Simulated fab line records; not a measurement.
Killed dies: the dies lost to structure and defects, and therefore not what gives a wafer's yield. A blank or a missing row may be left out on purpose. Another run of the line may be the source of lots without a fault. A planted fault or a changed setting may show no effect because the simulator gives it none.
fab line records    flow ritCmos
record: lots: 13  wafers: 39  lastDay: 7
route steps=202 shown SPACER@130 M1@202
lots that met no fault: from a run of the same line without faults
startH: hours from the record's first day to the start of the lot's first wafer shown    waitH: hours since the lot's step before    " same as the row above    L1.1+2: one row covering several wafers at once    - either no value or no given start    * or withheld: withheld    < > ~ a bound
route shown NAME@n: NAME is a module with steps in the file, n the number in the route of the first one    usual: the fault-free wafers' mean and standard deviation    same: alike in all rows    chamber/n: place in a boat    sites: readings site by site    _std_site: standard deviation of those values    _edge_site: mean of outer sites minus mean of inner sites    radiusMm: how far each site lies from the wafer's centre    mask NAME#n: copy n    behind: the tool/chamber that last shaped the wafer    hold: why the lot went on hold/how many hours it stayed there/how the hold came to an end    device: whichever transistor did not switch (one of n, p or np)    end of line: at the end of the route, the tests of the same wafers    a step with no rows: only its recipe    killed: dies lost to structure and defects at the first sort, not the wafer's yield    map: a wafer's dies, marking killed ones x, the rest . and places with no die _
set.NAME: the setting as run; set.NAME@STEP: as run at that earlier step    model.NAME: the simulator's own value behind a step, which no gauge read
steps of the route over a sample of lots; a table a step, a row a wafer
services: the hour from which a tool's chamber was out of use, counted from the record's first day as startH (under 0 if before that day), plus the number of hours and why
== steps ==
step: RIT_SPACER_ETCHBACK_05
recipe: targetDepthA: 2500  SF6_flow_sccm: 30  CHF3_flow_sccm: 30  target: Si3N4  chemistry: SF6/CHF3  pressureMtorr: 40  rfW: 250  timeS: 240  stopOn: SiO2
usual: drypumpMotorCurrentA: 5.9/0.3  oesProductAu: 0.843/0.013  runLengthS: 268.2/0.46  throttleValvePct: 10.21/0.14
lot.wafer  tool        chamber  startH  waitH  drypumpMotorCurrentA  oesProductAu  rfHoursCounterH  runLengthS  throttleValvePct
L535.2     rieDiel-03  2        46.65   0.0    6.3                   0.839         105              268.2       9.87
L535.3     "           0        "       "      6.3                   0.834         47               268.5       10.26
L535.5     "           2        "       "      6.3                   0.836         -                268.6       9.88
L536.3     rieDiel-03  0        51.47   0.0    6.3                   0.837         47               268.0       10.25
L536.5     "           3        "       "      5.7                   0.846         -                268.0       10.04
L536.6     "           2        "       "      6.3                   0.843         -                268.8       9.86
L537.2     rieDiel-04  1        56.45   0.0    5.9                   0.841         2                268.8       10.29
L537.5     "           1        "       "      5.9                   0.836         -                268.5       10.29
L537.6     "           0        "       "      5.5                   0.856         -                267.9       10.26
L538.1     rieDiel-02  2        59.76   0.1    5.7                   0.858         55               268.2       10.23
L538.4     "           3        "       "      5.5                   0.854         4                269.0       10.06
L538.6     "           2        "       "      5.7                   0.858         -                268.2       10.24
L541.3     rieDiel-03  3        76.02   0.0    5.7                   0.859         6                268.0       10.02
L541.4     "           1        "       "      5.7                   0.867         38               268.1       10.52
L541.6     "           1        "       "      5.7                   0.859         -                267.9       10.53
L542.2     rieDiel-02  3        80.30   0.0    5.5                   0.998         4                240.0       10.09
L542.5     "           0        "       "      6.0                   0.813         -                268.0       10.24
L542.6     "           1        "       "      6.4                   0.825         -                268.8       10.24
L549.2     rieDiel-04  3        116.30  0.0    5.6                   0.849         8                267.6       10.21
L549.3     "           0        "       "      5.5                   0.858         84               267.8       10.28
L549.4     "           1        "       "      5.9                   0.841         4                268.4       10.30
L548.2     rieDiel-02  1        117.33  0.0    6.4                   0.828         4                268.8       10.23
L548.3     "           3        "       "      5.5                   0.988         5                239.7       10.10
L548.4     "           0        "       "      6.0                   0.827         22               268.2       10.23
L550.1     rieDiel-04  1        119.93  0.1    5.9                   0.833         4                268.9       10.30
L550.2     "           2        "       "      6.1                   0.853         1                267.9       10.25
L550.3     "           3        "       "      5.6                   0.848         9                267.4       10.23
L551.2     rieDiel-04  2        125.41  0.0    6.0                   0.859         1                268.4       10.28
L551.3     "           0        "       "      5.5                   0.858         84               268.0       10.26
L551.4     "           1        "       "      5.9                   0.846         4                268.5       10.31
L553.3     rieDiel-03  0        137.25  0.0    6.2                   0.835         48               268.1       10.25
L553.4     "           3        "       "      5.7                   0.843         7                268.0       10.04
L553.5     "           3        "       "      5.8                   0.849         -                268.0       10.05
L554.3     rieDiel-03  1        140.51  0.0    5.7                   0.847         40               268.2       10.50
L554.5     "           2        "       "      6.3                   0.839         -                268.4       9.87
L554.6     "           1        "       "      5.7                   0.847         -                268.0       10.53
L555.2     rieDiel-04  3        146.30  0.0    5.6                   0.837         9                267.4       10.21
L555.3     "           2        "       "      6.1                   0.856         1                267.9       10.27
L555.6     "           1        "       "      5.9                   0.837         -                268.4       10.29
step: RIT_M1_PROBE_99
usual: killed_at_M0_to_M3: 0.0/0.14  killedAtContacts: 0.1/0.29  killedAtFrontEnd: 6.3/2.8  killedDies: 6.4/2.8  killedOpen: 3.3/1.7  killedShort: 3.1/1.9
same: grossDies: 264  killed_at_M4_up: 0  killedAtBackSide: 0  killedAtOther: 0
lot.wafer  tool       chamber  startH  waitH  killed_at_M0_to_M3  killedAtContacts  killedAtFrontEnd  killedDies  killedOpen  killedShort
L536.3     prober-02  -        63.54   0.2    0                   0                 4                 4           3           1
L536.5     prober-02  -        63.64   0.2    0                   0                 7                 7           3           4
L536.6     prober-02  -        63.69   0.2    0                   0                 5                 5           2           3
L538.1     prober-02  -        70.97   0.1    0                   0                 10                10          4           6
L538.4     prober-02  -        71.12   0.2    0                   0                 5                 5           2           3
L538.6     prober-02  -        71.22   0.2    0                   0                 8                 8           5           3
L548.2     prober-01  -        128.73  0.1    0                   0                 8                 8           2           6
L548.3     prober-01  -        128.78  0.2    0                   0                 6                 6           3           3
L548.4     prober-01  -        128.83  0.2    0                   0                 6                 6           3           3
L550.1     prober-02  -        131.16  0.1    0                   0                 12                12          6           6
L550.2     prober-02  -        131.21  0.1    0                   0                 12                12          7           5
L550.3     prober-02  -        131.26  0.2    0                   0                 13                13          6           7
L551.2     prober-01  -        136.54  0.1    0                   0                 7                 7           4           3
L551.3     prober-01  -        136.59  0.2    0                   0                 6                 6           3           3
L551.4     prober-01  -        136.64  0.2    0                   0                 5                 5           4           1
L554.3     prober-02  -        151.52  0.2    0                   0                 9                 9           6           3
L554.5     prober-02  -        151.62  0.2    0                   0                 10                10          6           4
L554.6     prober-02  -        151.67  0.2    0                   0                 6                 6           2           4
killed by level:class
L536.3 GATE:geometricParticle:open=2 SPACER:geometricParticle:short=1 SPACER:geometricParticle:open=1
L536.5 GATE:geometricParticle:open=2 GATE:geometricParticle:short=2 REOX:geometricParticle:open=1 REOX:geometricParticle:short=1 SILICIDE:geometricParticle:short=1
L536.6 GATE:geometricParticle:short=2 FOX2:geometricParticle:short=1 GATE:geometricParticle:open=1 SPACER:geometricParticle:open=1
L538.1 GATE:geometricParticle:short=4 GATE:geometricParticle:open=4 REOX:geometricParticle:short=1 SPACER:geometricParticle:short=1
L538.4 GATE:geometricParticle:short=2 GATE:geometricParticle:open=1 SPACER:geometricParticle:open=1 SILICIDE:geometricParticle:short=1
L538.6 FOX1:geometricParticle:open=2 SILICIDE:geometricParticle:open=2 FOX1:geometricParticle:short=1 GATE:geometricParticle:open=1 GATE:geometricParticle:short=1 SPACER:geometricParticle:short=1
L548.2 REOX:geometricParticle:short=3 FOX1:geometricParticle:short=1 FOX1:geometricParticle:open=1 GATE:geometricParticle:short=1 SPACER:geometricParticle:short=1 SILICIDE:geometricParticle:open=1
L548.3 REOX:geometricParticle:short=2 REOX:geometricParticle:open=1 SPACER:geometricParticle:open=1 SPACER:geometricParticle:short=1 SILICIDE:geometricParticle:open=1
L548.4 GATE:geometricParticle:open=3 SPACER:geometricParticle:short=2 SILICIDE:geometricParticle:short=1
L550.1 GATE:geometricParticle:short=5 FOX2:geometricParticle:open=2 SILICIDE:geometricParticle:open=2 FOX1:geometricParticle:open=1 FOX2:geometricParticle:short=1 GATE:geometricParticle:open=1
L550.2 FOX1:geometricParticle:open=2 GATE:geometricParticle:short=2 REOX:geometricParticle:short=2 SPACER:geometricParticle:open=2 FOX1:geometricParticle:short=1 GATE:geometricParticle:open=1 REOX:geometricParticle:open=1 SILICIDE:geometricParticle:open=1
L550.3 GATE:geometricParticle:short=5 GATE:geometricParticle:open=4 FOX1:geometricParticle:short=1 FOX2:geometricParticle:short=1 FOX2:geometricParticle:open=1 SILICIDE:geometricParticle:open=1
L551.2 GATE:geometricParticle:short=3 GATE:geometricParticle:open=2 SILICIDE:geometricParticle:open=2
L551.3 GATE:geometricParticle:short=1 GATE:geometricParticle:open=1 REOX:geometricParticle:open=1 REOX:geometricParticle:short=1 SPACER:geometricParticle:open=1 SILICIDE:geometricParticle:short=1
L551.4 REOX:geometricParticle:open=2 GATE:geometricParticle:short=1 GATE:geometricParticle:open=1 SILICIDE:geometricParticle:open=1
L554.3 GATE:geometricParticle:open=3 GATE:geometricParticle:short=3 SPACER:geometricParticle:open=3
L554.5 GATE:geometricParticle:open=3 GATE:geometricParticle:short=2 SPACER:geometricParticle:open=2 FOX2:geometricParticle:open=1 REOX:geometricParticle:short=1 SILICIDE:geometricParticle:short=1
L554.6 GATE:geometricParticle:short=2 FOX1:geometricParticle:short=1 REOX:geometricParticle:open=1 REOX:geometricParticle:short=1 SPACER:geometricParticle:open=1
== services ==
tool        chamber  startH  hours  kind
rieDiel-04  2        24.74   2.5    repair
rieDiel-03  2        24.80   7.3    repair
rieDiel-02  0        60.45   4.0    repair
rieDiel-04  2        71.33   -      clean
rieDiel-04  2        71.33   14.6   scheduledDown
rieDiel-04  2        71.33   14.6   ventCycle
rieDiel-04  3        77.90   5.4    repair
rieDiel-02  3        101.76  7.7    repair
rieDiel-03  -        105.71  4.3    pm
rieDiel-02  -        110.99  0.8    repair
== key ==
firstSign: step: RIT_SPACER_ETCHBACK_05  reading: runLengthS  direction: down  sigmas: 62  usual: *  struck: *
effect: step: RIT_SPACER_ETCHBACK_05  reading: oesProductAu  direction: up  sigmas: 11  usual: 0.843  struck: 0.993
metAt RIT_SPACER_ETCHBACK_05
struckLots L542,L548
struckWafers L542.2,L548.3
testerLeftOut L542,L548
onsetBetween 59.76 80.30
fault: kind: processParameterDrift  tool: rieDiel-02  chamber: 3  onsetH: 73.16  steps: RIT_SPACER_ETCHBACK_05  channel: timeS  offset: *  shape: step  endH: 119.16  actsIn: *  stated: *
testerLeftOut: of these lots the tester's yield and bins aren't shown, on N5 and GAA mostly nor the transistor test; their killed dies are dies lost to structure and defects alone, not to doping, threshold or leakage, so they don't give the yield
